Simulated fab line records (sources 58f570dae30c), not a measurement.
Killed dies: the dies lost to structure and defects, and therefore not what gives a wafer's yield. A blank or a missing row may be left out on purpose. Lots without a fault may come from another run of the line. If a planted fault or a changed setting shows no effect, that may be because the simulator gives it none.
Split-lot trial :: flow berkeley cmos170 :: 23 wafers read across 5 lots, on a route 331 steps long

THE SPLIT ITSELF
At UCB170_NSD_STRIP_09 (strips in O2), the setting power w was moved away from the recipe's 400 W on 10 of the 23 wafers read, by -8.2% to +9.7%. All remaining wafers had this setting at the recipe value.

The split's own step is where the reading is taken.

THE READING
oes product au, in a.u., at UCB170_NSD_STRIP_09 (strips in O2). A value of 0.534 a.u. with a standard deviation of 0.0045 a.u. is what fault-free wafers of this fab line usually give.

wafer: L074.1
tool, chamber at the split: plasma asher-03, 0
power w as run, W: 372.9
against the recipe: -6.8%
oes product au, a.u.: 0.517
against lot-mates on the recipe: -0.020

wafer: L074.2
tool, chamber at the split: plasma asher-03, 1
power w as run, W: 400
against the recipe: recipe
oes product au, a.u.: 0.536
against lot-mates on the recipe: -

wafer: L074.3
tool, chamber at the split: plasma asher-03, 1
power w as run, W: 400
against the recipe: recipe
oes product au, a.u.: 0.537
against lot-mates on the recipe: -

wafer: L074.5
tool, chamber at the split: plasma asher-03, 0
power w as run, W: 372.9
against the recipe: -6.8%
oes product au, a.u.: 0.513
against lot-mates on the recipe: -0.024

wafer: L074.6
tool, chamber at the split: plasma asher-03, 1
power w as run, W: 400
against the recipe: recipe
oes product au, a.u.: 0.537
against lot-mates on the recipe: -

wafer: L077.1
tool, chamber at the split: plasma asher-02, 1
power w as run, W: 413.4
against the recipe: +3.3%
oes product au, a.u.: 0.540
against lot-mates on the recipe: +0.009

wafer: L077.2
tool, chamber at the split: plasma asher-02, 0
power w as run, W: 400
against the recipe: recipe
oes product au, a.u.: 0.532
against lot-mates on the recipe: -

wafer: L077.3
tool, chamber at the split: plasma asher-02, 0
power w as run, W: 400
against the recipe: recipe
oes product au, a.u.: 0.525
against lot-mates on the recipe: -

wafer: L077.4
tool, chamber at the split: plasma asher-02, 1
power w as run, W: 413.4
against the recipe: +3.3%
oes product au, a.u.: 0.540
against lot-mates on the recipe: +0.009

wafer: L077.5
tool, chamber at the split: plasma asher-02, 0
power w as run, W: 400
against the recipe: recipe
oes product au, a.u.: 0.535
against lot-mates on the recipe: -

wafer: L079.3
tool, chamber at the split: plasma asher-03, 0
power w as run, W: 400
against the recipe: recipe
oes product au, a.u.: 0.531
against lot-mates on the recipe: -

wafer: L079.4
tool, chamber at the split: plasma asher-03, 1
power w as run, W: 400
against the recipe: recipe
oes product au, a.u.: 0.537
against lot-mates on the recipe: -

wafer: L079.5
tool, chamber at the split: plasma asher-03, 0
power w as run, W: 400
against the recipe: recipe
oes product au, a.u.: 0.534
against lot-mates on the recipe: -

wafer: L081.1
tool, chamber at the split: plasma asher-03, 0
power w as run, W: 367.2
against the recipe: -8.2%
oes product au, a.u.: 0.507
against lot-mates on the recipe: -0.021

wafer: L081.2
tool, chamber at the split: plasma asher-03, 1
power w as run, W: 367.2
against the recipe: -8.2%
oes product au, a.u.: 0.517
against lot-mates on the recipe: -0.011

wafer: L081.3
tool, chamber at the split: plasma asher-03, 1
power w as run, W: 400
against the recipe: recipe
oes product au, a.u.: 0.529
against lot-mates on the recipe: -

wafer: L081.4
tool, chamber at the split: plasma asher-03, 0
power w as run, W: 400
against the recipe: recipe
oes product au, a.u.: 0.527
against lot-mates on the recipe: -

wafer: L081.5
tool, chamber at the split: plasma asher-03, 1
power w as run, W: 367.2
against the recipe: -8.2%
oes product au, a.u.: 0.517
against lot-mates on the recipe: -0.011

wafer: L084.1
tool, chamber at the split: plasma asher-01, 1
power w as run, W: 438.9
against the recipe: +9.7%
oes product au, a.u.: 0.547
against lot-mates on the recipe: +0.011

wafer: L084.3
tool, chamber at the split: plasma asher-01, 0
power w as run, W: 438.9
against the recipe: +9.7%
oes product au, a.u.: 0.558
against lot-mates on the recipe: +0.022

wafer: L084.4
tool, chamber at the split: plasma asher-01, 1
power w as run, W: 438.9
against the recipe: +9.7%
oes product au, a.u.: 0.553
against lot-mates on the recipe: +0.017

wafer: L084.5
tool, chamber at the split: plasma asher-01, 1
power w as run, W: 400
against the recipe: recipe
oes product au, a.u.: 0.537
against lot-mates on the recipe: -

wafer: L084.6
tool, chamber at the split: plasma asher-01, 0
power w as run, W: 400
against the recipe: recipe
oes product au, a.u.: 0.534
against lot-mates on the recipe: -

THE FIT
A straight line over all 23 wafers: oes product au changes by +0.00223 a.u. for each +1% of power w; r = +0.94; the points scatter about the line by 0.0041 a.u.
The same after taking each lot's own level away (the mean of its wafers on the recipe; 23 wafers): +0.00202 a.u. for each +1%; r = +0.93; scatter 0.0043 a.u.
The reading moves by 0.02 a.u. for the largest change in power w, on that fit.
Across the lots, their own levels run from 0.5280 to 0.5367 a.u., a range of 1.9 times the standard deviation given above.
So the lot-to-lot level changes the slope: the two fits differ.
Check: with one of the wafers moved furthest among these (+9.7%) left out of the fit, the line predicts +0.021 a.u. for it against its lot-mates. It came out at +0.0115 a.u. against them.
Tool readings at the split's step, against how far the setting was moved: oes product au r = +0.94; strip time to endpoint s r = -0.98.

OTHER SPLITS APPLIED TO THESE WAFERS
Before the reading, these wafers also passed through other splits. Each is held against what the fit with the lots' levels taken away leaves over:
other split on the same wafers: UCB170_PSD_IMPLANT_08 dose cm2
wafers away from the commonest value: 11
r with oes product au (lot level and that fit taken away): -0.23

other split on the same wafers: UCB170_NSD_IMPLANT_08 dose cm2
wafers away from the commonest value: 7
r with oes product au (lot level and that fit taken away): -0.10

THE WHOLE CHAIN: every reading that the file lists as answering this split, in the file's order
step: UCB170_NSD_STRIP_09
what it does: strips in O2
reading: oes product au
change (the file's fit): +0.0021 a.u. for each +1% of the setting
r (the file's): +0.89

step: UCB170_NSD_STRIP_09
what it does: strips in O2
reading: strip time to endpoint s
change (the file's fit): withheld for each +1% of the setting
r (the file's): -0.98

FILE'S OWN FIT
oes product au changes by +0.0021 a.u. for each +1% of power w, r = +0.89.
